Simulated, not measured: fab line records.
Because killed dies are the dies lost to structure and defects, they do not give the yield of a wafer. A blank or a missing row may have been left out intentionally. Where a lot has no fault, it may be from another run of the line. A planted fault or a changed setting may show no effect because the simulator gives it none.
The tool behind it: which one? | flow berkeley_cmos170 | 7 lots (21 wafers sampled), 1 step of a 331-step route

## WHAT THE GAUGES READ, wafer by wafer
UCB170_PVT_OVL_MEAS_06.
lot  | measured     | on         | PVT_OVL (nm)
L515 | day 6 23:38  | overlay-02 | -4 -1 -1
L517 | day 7 13:09  | overlay-02 | 6 4 1
L520 | day 8 13:17  | overlay-02 | 7 3 8
L522 | day 8 20:23  | overlay-01 | -7 2 -5
L527 | day 9 18:58  | overlay-02 | -7 -4 -6
L534 | day 11 03:52 | overlay-02 | -1 0 2
L533 | day 11 04:10 | overlay-01 | 3 5 5

## EACH LOT AND THE TOOL THAT RAN IT (in order: tool; ch and the chambers of the sampled wafers; start)
There is no process step in the record ahead of these readings.

## THE ANSWER, worked out from the rows above alone
Rule: what is usual is taken from the lots themselves. The widest of any qualifying gaps counts: lots, ordered by their means at a reading, are off when they make up no more than a third of the lots, leave a main group of 4 or more, and stand apart from it by 3 or more times the standard deviation of that group's means. Not used: any main group whose means are identical at the precision the tables above print for the reading. A lot without any number at a reading at which 4 lots or more have one is off too. All remaining lots with rows at the step are treated as sound.
Across all readings shown, no lot is off: no conclusion can be drawn from this.

## WHAT THE SIMULATOR PUT IN
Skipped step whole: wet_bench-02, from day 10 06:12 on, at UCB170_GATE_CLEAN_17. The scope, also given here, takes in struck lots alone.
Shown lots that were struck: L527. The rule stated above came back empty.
